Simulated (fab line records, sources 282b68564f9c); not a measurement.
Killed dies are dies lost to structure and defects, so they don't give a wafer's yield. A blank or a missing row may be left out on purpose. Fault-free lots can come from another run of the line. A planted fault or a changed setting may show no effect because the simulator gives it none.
fab line records -- flow rit_cmos
record lots=5, wafers=15, last_day=8
route steps=202 shown M1@184
lots with no fault: from the same line, run without faults
start_h: hours from the record's first day to the start of the lot's first wafer shown -- wait_h: time in hours since the lot's previous step -- " identical to the entry in the row above -- L1.1+2: one row covering several wafers at once -- - either no value or no given start -- * or withheld: withheld -- < > ~ a bound
route shown NAME@n: a module of which the file shows steps, and the number in the route of the first -- usual: mean/standard deviation taken from wafers without a fault -- same: alike in all rows -- chamber/n: place in a boat -- sites: readings site by site -- _std_site: standard deviation of those values -- _edge_site: mean of outer sites minus mean of inner sites -- radius_mm: for every site, how far away it sits from the centre of the wafer -- mask NAME#n: copy n -- behind: tool/chamber where the wafer was last shaped -- hold: why the lot went on hold/how many hours it stayed there/how the hold came to an end -- device: names the non-switching transistor (n, p or np) -- end of line: the tests these same wafers got at the end of their route -- a step without rows: its recipe alone -- killed: the dies lost at the first sort to structure and to defects; this is not the yield of the wafer -- map: the dies of a wafer, with x for killed, . for not killed, _ for no die there
set.NAME: the setting that was run; set.NAME@STEP: the one run at that earlier step -- model.NAME: the simulator's own value behind a step, which no gauge read
lots seen at some steps along the route; tables by step, rows by wafer
services: when a tool's chamber went out of use (start_h, in hours from the record's first day, below 0 if earlier), for how many hours, and the reason
## steps
# step RIT_M1_SPUTTER_00
# recipe material=Al, target_thk_nm=400, power_w=2000, chamber_pressure_pa=0.4, gas=Ar, time_s=500, substrate_temp_c=25
# usual cathode_dc_power_W=2000.0/0.38, throttle_valve_pct=29.7/0.99
# same time_s=500
lot.wafer,tool,chamber,start_h,wait_h,cathode_dc_power_W,throttle_valve_pct
L179.1,pvd_sputter-03,-,90.18,0.0,1999.5,31.8
L179.2,pvd_sputter-03,-,90.18,0.0,2000.8,28.0
L179.4,pvd_sputter-03,-,90.18,0.0,2000.4,28.2
L181.1,pvd_sputter-03,-,100.21,0.0,2000.4,31.8
L181.3,pvd_sputter-03,-,100.21,0.0,2000.3,28.9
L181.5,pvd_sputter-03,-,100.21,0.0,1999.6,30.4
L187.3,pvd_sputter-02,-,132.64,0.0,2000.0,29.4
L187.5,pvd_sputter-02,-,132.64,0.0,2000.1,30.5
L187.6,pvd_sputter-02,-,132.64,0.0,2000.2,28.5
L192.1,pvd_sputter-03,-,176.04,0.0,2000.0,29.2
L192.5,pvd_sputter-03,-,176.04,0.0,1999.4,28.0
L192.6,pvd_sputter-03,-,176.04,0.0,1999.9,31.7
L194.1,pvd_sputter-02,-,180.18,0.0,1999.3,29.5
L194.2,pvd_sputter-02,-,180.18,0.0,1999.9,29.2
L194.6,pvd_sputter-02,-,180.18,0.0,1999.6,29.4
# step RIT_M1_RS_MEAS_01
# recipe thk_meas_gauge=four-point-probe, reads=Al_of_M1_SPUTTER_00
# usual M1_AL_RS=0.0731/0.0009
lot.wafer,tool,chamber,start_h,wait_h,M1_AL_RS[ohm/sq]
L179.1,film_metro-01,-,90.47,0.1,0.0737
L179.2,film_metro-01,-,90.47,0.1,0.0734
L179.4,film_metro-01,-,90.47,0.1,0.0735
L181.1,film_metro-01,-,100.50,0.1,0.0728
L181.3,film_metro-01,-,100.50,0.1,0.0726
L181.5,film_metro-01,-,100.50,0.1,0.0732
L187.3,film_metro-01,-,132.98,0.2,0.0738
L187.5,film_metro-01,-,132.98,0.2,0.0724
L187.6,film_metro-01,-,132.98,0.2,0.0729
L192.1,film_metro-02,-,176.34,0.1,0.0741
L192.5,film_metro-02,-,176.34,0.1,0.0730
L192.6,film_metro-02,-,176.34,0.1,0.0735
L194.1,film_metro-02,-,180.47,0.1,0.0739
L194.2,film_metro-02,-,180.47,0.1,0.0719
L194.6,film_metro-02,-,180.47,0.1,0.0739
# step RIT_M1_THK_MEAS_02
# recipe thk_meas_gauge=xrf, reads=Al_of_M1_SPUTTER_00
# usual M1_AL_THK=404/5.4
lot.wafer,tool,chamber,start_h,wait_h,M1_AL_THK[nm]
L179.1,film_metro-01,-,90.59,0.1,404
L179.2,film_metro-01,-,90.59,0.1,404
L179.4,film_metro-01,-,90.59,0.1,402
L181.1,film_metro-01,-,100.62,0.1,410
L181.3,film_metro-01,-,100.62,0.1,411
L181.5,film_metro-01,-,100.62,0.1,407
L187.3,film_metro-01,-,133.08,0.1,401
L187.5,film_metro-01,-,133.08,0.1,409
L187.6,film_metro-01,-,133.08,0.1,407
L192.1,film_metro-02,-,176.46,0.1,395
L192.5,film_metro-02,-,176.46,0.1,399
L192.6,film_metro-02,-,176.46,0.1,400
L194.1,film_metro-02,-,180.59,0.1,396
L194.2,film_metro-02,-,180.59,0.1,407
L194.6,film_metro-02,-,180.59,0.1,397
# step RIT_M1_HMDS_03
# recipe prime_time_s=60, prime_temp_c=140
# step RIT_M1_COAT_04
# recipe resist=NOVOLAK, spin_rpm=2000, resist_thk_nm=1300
# step RIT_M1_SOFTBAKE_05
# recipe resist=NOVOLAK, temp_c=90, time_s=60
# step RIT_M1_EXPOSE_06
# recipe mask_id=M12, na=0.6, source_shape=conventional, sigma_outer=0.5, target_cd_nm=2600, dose_mj=250
# step RIT_M1_PEB_07
# recipe resist=NOVOLAK, temp_c=withheld, time_s=withheld
# step RIT_M1_DEVELOP_08
# recipe resist=NOVOLAK, develop_time_s=68, dev_temp_c=23
# step RIT_M1_CD_MEAS_09
# recipe target_cd_nm=2600
# usual cd_nm=2599.7/2.8
lot.wafer,tool,chamber,start_h,wait_h,cd_nm
L179.1,cd_sem-01,-,91.81,-,2595.9
L179.2,cd_sem-01,-,91.81,-,2594.8
L179.4,cd_sem-01,-,91.81,-,2598.1
L181.1,cd_sem-02,-,101.56,-,2597.1
L181.3,cd_sem-02,-,101.56,-,2597.2
L181.5,cd_sem-02,-,101.56,-,2595.8
L187.3,cd_sem-01,-,134.16,-,2604.5
L187.5,cd_sem-01,-,134.16,-,2602.1
L187.6,cd_sem-01,-,134.16,-,2603.3
L192.1,cd_sem-01,-,177.66,-,2596.7
L192.5,cd_sem-01,-,177.66,-,2598.9
L192.6,cd_sem-01,-,177.66,-,2598.5
L194.1,cd_sem-01,-,181.66,-,2597.4
L194.2,cd_sem-01,-,181.66,-,2597.3
L194.6,cd_sem-01,-,181.66,-,2600.3
# step RIT_M1_OVL_MEAS_10
# usual M1_OVL=0.9/1.2
lot.wafer,tool,chamber,start_h,wait_h,M1_OVL[nm]
L179.1,overlay-02,-,91.93,0.1,-0.4
L179.2,overlay-02,-,91.93,0.1,0.4
L179.4,overlay-02,-,91.93,0.1,0.8
L181.1,overlay-01,-,101.68,0.1,1.8
L181.3,overlay-01,-,101.68,0.1,0.7
L181.5,overlay-01,-,101.68,0.1,1.8
L187.3,overlay-01,-,134.25,0.1,1.3
L187.5,overlay-01,-,134.25,0.1,-0.4
L187.6,overlay-01,-,134.25,0.1,-0.8
L192.1,overlay-02,-,177.78,0.1,0.0
L192.5,overlay-02,-,177.78,0.1,-1.7
L192.6,overlay-02,-,177.78,0.1,0.1
L194.1,overlay-02,-,181.78,0.1,2.1
L194.2,overlay-02,-,181.78,0.1,2.8
L194.6,overlay-02,-,181.78,0.1,3.9
# step RIT_M1_HARDBAKE_11
# recipe resist=NOVOLAK, temp_c=140, time_s=120
# step RIT_M1_METAL_ETCH_12
# recipe stop_on=SiO2, chemistry=Cl2/BCl3, target=Al, time_s=165, over_etch_frac=0.5, pressure_mtorr=100, target_depth_a=6000, rf_w=250, Cl2_flow_sccm=60, bcl3_flow_sccm=50
# usual drypump_motor_current_A=5.4/0.52, oes_product_au=0.778/0.0094, throttle_valve_pct=8.29/0.15
# same time_s=165
lot.wafer,tool,chamber,start_h,wait_h,drypump_motor_current_A,oes_product_au,rf_hours_counter_h,throttle_valve_pct,model.NOVOLAK_of_M1_COAT_04.thk_nm,model.M1.feature_depth_nm,model.SiO2_of_CONTACT_CVD_00.thk_nm
L179.1,rie_metal-04,0,92.22,0.2,5.6,0.765,33,8.19,825.7,427.9,361.9
L179.2,rie_metal-04,1,92.22,0.2,4.9,0.779,39,8.50,789.4,434,356.4
L179.4,rie_metal-04,0,92.22,0.2,5.6,0.772,-,8.19,828.1,429.6,365.6
L181.1,rie_metal-03,0,101.97,0.2,4.9,0.776,3,8.37,801.6,435.3,360.6
L181.3,rie_metal-03,1,101.97,0.2,6.4,0.777,-,8.18,797.5,436.5,359.6
L181.5,rie_metal-03,1,101.97,0.2,6.4,0.782,-,8.18,798.9,434,375.6
L187.3,rie_metal-03,1,134.58,0.2,6.4,0.767,-,8.17,633.2,448.8,345.1
L187.5,rie_metal-03,1,134.58,0.2,6.4,0.778,-,8.17,629,455.8,347.2
L187.6,rie_metal-03,0,134.58,0.2,4.9,0.773,-,8.34,636.7,452.3,350.7
L192.1,rie_metal-04,1,178.38,0.2,4.8,0.781,0,8.47,793.6,430.6,357.6
L192.5,rie_metal-04,0,178.38,0.2,5.6,0.769,-,8.18,816.3,433.1,377.1
L192.6,rie_metal-04,1,178.38,0.2,4.8,0.789,-,8.48,799.5,433.2,364.4
L194.1,rie_metal-02,1,182.06,0.2,5.6,0.775,5,8.46,798,431.3,353.8
L194.2,rie_metal-02,0,182.06,0.2,5.3,0.797,6,8.06,815.9,439.6,358.9
L194.6,rie_metal-02,1,182.06,0.2,5.5,0.760,-,8.46,804.6,431.2,359.9
# step RIT_M1_STRIP_13
# recipe chemistry=nmp, resist=NOVOLAK, temp_c=80, time_s=600, dry=n2_spin
# step RIT_M1_PROBE_99
# usual defect_limited_yield=97.3/1.2, killed_at_contacts=0.1/0.3, killed_at_front_end=7/3.1, killed_dies=7/3.1, killed_open=3.8/2.3, killed_short=3.2/1.9, sort_bin_3_pad_short=0.1/0.2, sort_bin_5_function=1.6/0.91, sort_bin_6_memory=1.0/0.6, sort_n_pass=257/3.1, sort_yield_pct=97.3/1.2
# same gross_dies=264, killed_at_M0_to_M3=0, killed_at_M4_up=0, killed_at_back_side=0, killed_at_other=0
lot.wafer,tool,chamber,start_h,wait_h,defect_limited_yield[%],killed_at_contacts,killed_at_front_end,killed_dies,killed_open,killed_short,sort_bin_3_pad_short[%],sort_bin_5_function[%],sort_bin_6_memory[%],sort_n_pass,sort_yield_pct[%],model.etest.antenna_m1.vt_shift_v
L179.1,prober-01,-,94.47,0.1,98.1,2,3,5,2,3,0,1.5,0.4,259,98.1,-0.00798
L179.2,prober-01,-,94.52,0.1,96.6,0,9,9,5,4,0,2.7,0.8,255,96.6,-0.0178
L179.4,prober-01,-,94.62,0.2,98.9,0,3,3,0,3,0,1.1,0,261,98.9,-0.009116
L181.1,prober-01,-,104.22,0.1,97.7,0,6,6,2,4,0,1.9,0.4,258,97.7,-0.007097
L181.3,prober-01,-,104.32,0.2,99.6,0,1,1,0,1,0,0.4,0,263,99.6,-0.0116
L181.5,prober-01,-,104.42,0.2,96.6,0,9,9,3,6,0.4,2.7,0.4,255,96.6,-0.01576
L187.3,prober-01,-,137.50,0.2,97.3,0,7,7,4,3,0,1.5,1.1,257,97.3,-0.0309
L187.5,prober-01,-,137.60,0.2,98.9,0,3,3,2,1,0,0.4,0.8,261,98.9,-0.03097
L187.6,prober-01,-,137.65,0.2,98.1,0,5,5,3,2,0.4,0.4,1.1,259,98.1,-0.02745
L192.1,prober-01,-,181.89,0.1,97.0,0,8,8,4,4,0,1.9,1.1,256,97.0,-0.01371
L192.5,prober-01,-,182.09,0.2,99.6,0,1,1,0,1,0,0,0.4,263,99.6,-0.01013
L192.6,prober-01,-,182.14,0.2,97.7,0,6,6,3,3,0,1.9,0.4,258,97.7,-0.01622
L194.1,prober-01,-,184.32,0.1,98.9,0,3,3,1,2,0.4,0.4,0.4,261,98.9,-0.01191
L194.2,prober-01,-,184.37,0.1,97.3,0,7,7,4,3,0.8,1.1,0.8,257,97.3,-0.004415
L194.6,prober-01,-,184.57,0.2,97.3,0,7,7,4,3,0.4,1.5,0.8,257,97.3,-0.01454
# killed by level:class
L179.1 REOX:geometric_particle:open=1 REOX:geometric_particle:short=1 SPACER:geometric_particle:short=1 CONTACT:geometric_particle:open=1 CONTACT:geometric_particle:short=1
L179.2 GATE:geometric_particle:short=2 GATE:geometric_particle:open=2 FOX1:geometric_particle:open=1 FOX2:geometric_particle:short=1 FOX2:geometric_particle:open=1 SILICIDE:geometric_particle:open=1 SILICIDE:geometric_particle:short=1
L179.4 SILICIDE:geometric_particle:short=2 FOX1:geometric_particle:short=1
L181.1 GATE:geometric_particle:short=4 FOX1:geometric_particle:open=1 GATE:geometric_particle:open=1
L181.3 GATE:geometric_particle:short=1
L181.5 SILICIDE:geometric_particle:short=3 GATE:geometric_particle:short=2 GATE:geometric_particle:open=2 SPACER:geometric_particle:short=1 SILICIDE:geometric_particle:open=1
L187.3 GATE:geometric_particle:open=3 FOX1:geometric_particle:short=1 FOX2:geometric_particle:short=1 GATE:geometric_particle:short=1 REOX:geometric_particle:open=1
L187.5 FOX1:geometric_particle:open=1 SPACER:geometric_particle:short=1 SILICIDE:geometric_particle:open=1
L187.6 FOX1:geometric_particle:open=1 FOX2:geometric_particle:open=1 GATE:geometric_particle:open=1 REOX:geometric_particle:short=1 SPACER:geometric_particle:short=1
L192.1 GATE:geometric_particle:open=4 REOX:geometric_particle:short=3 GATE:geometric_particle:short=1
L192.5 GATE:geometric_particle:short=1
L192.6 REOX:geometric_particle:open=2 FOX1:geometric_particle:short=1 FOX2:geometric_particle:short=1 GATE:geometric_particle:open=1 REOX:geometric_particle:short=1
L194.1 FOX1:geometric_particle:short=1 GATE:geometric_particle:open=1 GATE:geometric_particle:short=1
L194.2 FOX2:geometric_particle:open=2 FOX2:geometric_particle:short=1 GATE:geometric_particle:short=1 GATE:geometric_particle:open=1 REOX:geometric_particle:short=1 SILICIDE:geometric_particle:open=1
L194.6 GATE:geometric_particle:open=2 SPACER:geometric_particle:short=2 GATE:geometric_particle:short=1 REOX:geometric_particle:open=1 SILICIDE:geometric_particle:open=1
## services
tool,chamber,start_h,hours,kind
rie_metal-03,-,69.57,0.2,repair
rie_metal-02,0,74.41,7.7,repair
rie_metal-04,1,95.46,3.5,repair
rie_metal-04,-,136.12,20.0,pm
rie_metal-04,0,136.12,20.0,vent_cycle
rie_metal-04,1,136.12,20.0,vent_cycle
rie_metal-02,1,137.18,27.6,repair
pvd_sputter-02,-,137.72,1.1,repair
rie_metal-04,0,156.12,-,clean
rie_metal-04,1,156.12,-,clean
rie_metal-04,-,172.82,0.7,repair
## key
first_sign none at tools or gauges
model_effect step=RIT_M1_METAL_ETCH_12, value=NOVOLAK_of_M1_COAT_04.thk_nm, without=803.7, struck=633
model_effect step=RIT_M1_PROBE_99, value=etest.antenna_m1.vt_shift_v, without=-0.01457, struck=-0.02977
met_at RIT_M1_METAL_ETCH_12
struck_wafers L187.3,L187.5,L187.6
onset_between 101.97 134.58
fault kind=process_parameter_drift, tool=rie_metal-03, chamber=-, onset_h=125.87, steps=RIT_M1_METAL_ETCH_12, channel=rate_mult, offset=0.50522, shape=step, end_h=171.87
